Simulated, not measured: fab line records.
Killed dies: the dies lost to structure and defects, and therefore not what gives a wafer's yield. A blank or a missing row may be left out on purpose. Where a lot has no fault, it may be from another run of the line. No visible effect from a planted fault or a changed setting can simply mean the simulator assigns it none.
Which tool was responsible? || flow berkeley_cmos170 || 21 wafers from 7 lots sampled at 2 of the route's 331 steps

WHAT THE GAUGES READ, wafer by wafer
UCB170_SDANNEAL_RS_MEAS_04: measures by four-point-probe.
{"lot": "L399", "measured": "day 8 18:32", "on": "film_metro-02", "PLDD_RS (ohm/sq)": "1034.8 1035.9 1035.0"}
{"lot": "L401", "measured": "day 8 19:05", "on": "film_metro-04", "PLDD_RS (ohm/sq)": "1034.4 1034.3 1034.6"}
{"lot": "L404", "measured": "day 9 23:53", "on": "film_metro-02", "PLDD_RS (ohm/sq)": "1037.8 1036.8 1037.3"}
{"lot": "L407", "measured": "day 10 10:44", "on": "film_metro-02", "PLDD_RS (ohm/sq)": "1037.6 1037.3 1034.8"}
{"lot": "L411", "measured": "day 11 11:48", "on": "film_metro-01", "PLDD_RS (ohm/sq)": "1030.4 1033.9 1032.1"}
{"lot": "L416", "measured": "day 12 11:40", "on": "film_metro-01", "PLDD_RS (ohm/sq)": "1034.0 1032.8 1029.3"}
{"lot": "L421", "measured": "day 13 14:50", "on": "film_metro-04", "PLDD_RS (ohm/sq)": "1062.6 1062.2 1063.8 1060.5 1061.4 1063.1"}

WHAT TOOL EACH LOT RAN ON (gives the tool, then ch and the chambers of the sampled wafers, and finally the start)
{"lot": "L399", "UCB170_SPACER_ANNEAL_02": "furnace-01 ch 0, day 8 12:44"}
{"lot": "L401", "UCB170_SPACER_ANNEAL_02": "furnace-01 ch 0, day 8 12:44"}
{"lot": "L404", "UCB170_SPACER_ANNEAL_02": "furnace-04 ch 0, day 9 15:52"}
{"lot": "L407", "UCB170_SPACER_ANNEAL_02": "furnace-01 ch 0, day 10 04:15"}
{"lot": "L411", "UCB170_SPACER_ANNEAL_02": "furnace-02 ch 0, day 11 05:19"}
{"lot": "L416", "UCB170_SPACER_ANNEAL_02": "furnace-04 ch 0, day 12 05:02"}
{"lot": "L421", "UCB170_SPACER_ANNEAL_02": "furnace-02 ch 0, day 13 07:05"}
- UCB170_SPACER_ANNEAL_02: time 1800 s.

THE ANSWER, worked out from the rows above alone
Rule: usual is defined by the lots themselves. Put in order of their means at a reading, lots are off if they are a third of the lots or fewer, leave a main group of 4 or more, and stand apart from it by a gap of 3 or more times the standard deviation of the main group's means; of several such gaps the widest counts. A main group is skipped when, at the precision printed for the reading in the tables above, its means are all equal. Also off: a lot with no number at a reading for which 4 or more lots have one. Any other lot the step has rows for is counted as sound.
Off: L421, at UCB170_SDANNEAL_RS_MEAS_04 (PLDD_RS). The main group: mean 1034.6 ohm/sq, standard deviation 2.
If a tool, at a process step before that reading, ran all the lots that are off and no sound lot after the first of them, it fits. Gauges at UCB170_SDANNEAL_RS_MEAS_04: tried the same way as those tools. 2 tools fit, furnace-02 at UCB170_SPACER_ANNEAL_02 and film_metro-04 at UCB170_SDANNEAL_RS_MEAS_04, so this cannot tell which one it is.

WHAT THE SIMULATOR HAD INSERTED
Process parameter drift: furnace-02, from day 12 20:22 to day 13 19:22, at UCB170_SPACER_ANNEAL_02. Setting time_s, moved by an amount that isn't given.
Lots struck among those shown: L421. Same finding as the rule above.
